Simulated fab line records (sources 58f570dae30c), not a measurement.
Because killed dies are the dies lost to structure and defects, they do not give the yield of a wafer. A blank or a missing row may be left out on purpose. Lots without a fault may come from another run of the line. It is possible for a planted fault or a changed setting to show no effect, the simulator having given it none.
Which of the tools did it? | flow berkeleyCmos170 | 13 lots with 39 wafers sampled at 3 steps, on a route of 331 steps

== WHAT EACH GAUGE READ, for each wafer ==
UCB170_M3_CD_MEAS_15 targets a cd of 700 nm. Usual: 700.3 nm for cdNm, sd 1.6.
lot  | measured     | on       | cdNm (nm)         | flag
L952 | day 9 04:28  | cdSem-01 | 701.4 699.6 700.5 | 
L953 | day 9 06:57  | cdSem-02 | 703.0 703.5 702.5 | 
L951 | day 9 06:51  | cdSem-02 | 701.3 699.9 700.1 | 
L950 | day 9 14:39  | cdSem-01 | 700.2 701.0 701.1 | 
L955 | day 9 15:29  | cdSem-02 | 697.5 697.0 697.9 | 
L954 | day 9 15:02  | cdSem-02 | 701.8 702.5 700.7 | 
L958 | day 10 15:23 | cdSem-01 | 699.3 701.2 700.0 | 
L957 | day 10 18:20 | cdSem-02 | 702.8 703.9 702.6 | 
L960 | day 10 18:25 | cdSem-01 | 701.8 701.5 701.1 | 
L962 | day 11 05:44 | cdSem-01 | 700.7 701.1 700.7 | 
L961 | day 11 07:26 | cdSem-01 | 699.5 699.7 698.6 | 
L970 | day 12 06:49 | cdSem-02 | 703.4 701.8 702.1 | 
L971 | day 12 05:48 | cdSem-02 | 699.2 698.4 699.4 | 

== WHAT TOOL EACH LOT RAN ON (gives the tool, then ch and the chambers of the sampled wafers, and finally the start) ==
lot  | UCB170_V1_CMP_02              | UCB170_M2_STRIP_07
L952 | cmp-01 ch 0,2,3, day 8 15:26  | plasmaAsher-04 ch 0,1, day 8 18:34
L953 | cmp-02 ch 0,1,3, day 8 15:59  | plasmaAsher-03 ch 0,1, day 8 19:34
L951 | cmp-01 ch 1,2,3, day 8 16:02  | plasmaAsher-01 ch 0,1, day 8 19:09
L950 | cmp-02 ch 0,3, day 8 22:07    | plasmaAsher-04 ch 0,1, day 9 02:40
L955 | cmp-01 ch 0,2, day 8 22:13    | plasmaAsher-04 ch 0,1, day 9 03:07
L954 | cmp-02 ch 1,3, day 8 22:25    | plasmaAsher-04 ch 0,1, day 9 04:17
L958 | cmp-01 ch 0,1,2, day 10 01:47 | plasmaAsher-04 ch 0,1, day 10 05:16
L957 | cmp-01 ch 0,2, day 10 02:05   | plasmaAsher-04 ch 0, day 10 06:04
L960 | cmp-02 ch 2,3, day 10 02:19   | plasmaAsher-04 ch 0,1, day 10 06:59
L962 | cmp-02 ch 0,1,3, day 10 16:25 | plasmaAsher-04 ch 0,1, day 10 21:22
L961 | cmp-02 ch 0,1, day 10 20:20   | plasmaAsher-03 ch 0,1, day 11 00:26
L970 | cmp-01 ch 0,2,3, day 11 20:19 | plasmaAsher-04 ch 1, day 11 23:29
L971 | cmp-02 ch 0,2,3, day 11 20:24 | plasmaAsher-01 ch 0,1, day 11 23:31
- UCB170_V1_CMP_02: polishes SiO2.
- UCB170_M2_STRIP_07: strips in O2.

== AS READ BY THE TOOLS THEMSELVES (means over the sampled wafers that have a number; for cases with no such wafer, the mark the record gives instead) ==
UCB170_V1_CMP_02. Usual: 16.1 A for motorCurrentA, sd 1.3.
lot  | tool   | motorCurrentA (A) | flag
L952 | cmp-01 | 17.6              | 
L953 | cmp-02 | 16.3              | 
L951 | cmp-01 | 16.6              | 
L950 | cmp-02 | 16.6              | 
L955 | cmp-01 | 16.3              | 
L954 | cmp-02 | 16.3              | 
L958 | cmp-01 | 16.3              | 
L957 | cmp-01 | 16.2              | 
L960 | cmp-02 | 15.2              | 
L962 | cmp-02 | 16.2              | 
L961 | cmp-02 | 15.3              | 
L970 | cmp-01 | 17.5              | 
L971 | cmp-02 | 15.3              | 

UCB170_M2_STRIP_07. Usual: drypumpMotorCurrentA 6.2 A, standard deviation 0.38; oesProductAu 0.734 a.u., standard deviation 0.0048; stripTimeToEndpointS 21.99 s, standard deviation 0.076.
lot  | tool           | drypumpMotorCurrentA (A) | oesProductAu (a.u.) | stripTimeToEndpointS (s) | flag
L952 | plasmaAsher-04 | 6.4                      | 0.729               | 22.01                    | 
L953 | plasmaAsher-03 | 5.9                      | 0.736               | 21.96                    | 
L951 | plasmaAsher-01 | 5.9                      | 0.736               | 22.07                    | 
L950 | plasmaAsher-04 | 6.4                      | 0.732               | 22.09                    | 
L955 | plasmaAsher-04 | 6.4                      | 0.736               | 22.07                    | 
L954 | plasmaAsher-04 | 6.5                      | 0.737               | 22.00                    | 
L958 | plasmaAsher-04 | 6.5                      | 0.737               | 22.00                    | 
L957 | plasmaAsher-04 | 6.3                      | 0.731               | 21.88                    | 
L960 | plasmaAsher-04 | 6.4                      | 0.739               | 21.91                    | 
L962 | plasmaAsher-04 | 6.5                      | 0.730               | 21.93                    | 
L961 | plasmaAsher-03 | 5.9                      | 0.734               | 22.12                    | 
L970 | plasmaAsher-04 | 6.6                      | 0.732               | 21.90                    | 
L971 | plasmaAsher-01 | 5.9                      | 0.736               | 22.08                    | 

== THE ANSWER, worked out from the rows above alone ==
Rule: take the mean of a lot's wafers that have a number; if it is more than 3 standard deviations from the usual mean, the lot is off. A lot without any number at a reading at which 4 lots or more have one is off too. The other lots that the step has rows for count as sound. The gauges are gone through in route order, then the tools' own readings, and for those a lot's mean is taken as printed above. At the first step where some lot is off, the reading lying furthest off is the one used; lots without a number count as furthest.
No lot is off on any of the readings shown, so nothing can be concluded from this.

== WHAT THE SIMULATOR HAD INSERTED ==
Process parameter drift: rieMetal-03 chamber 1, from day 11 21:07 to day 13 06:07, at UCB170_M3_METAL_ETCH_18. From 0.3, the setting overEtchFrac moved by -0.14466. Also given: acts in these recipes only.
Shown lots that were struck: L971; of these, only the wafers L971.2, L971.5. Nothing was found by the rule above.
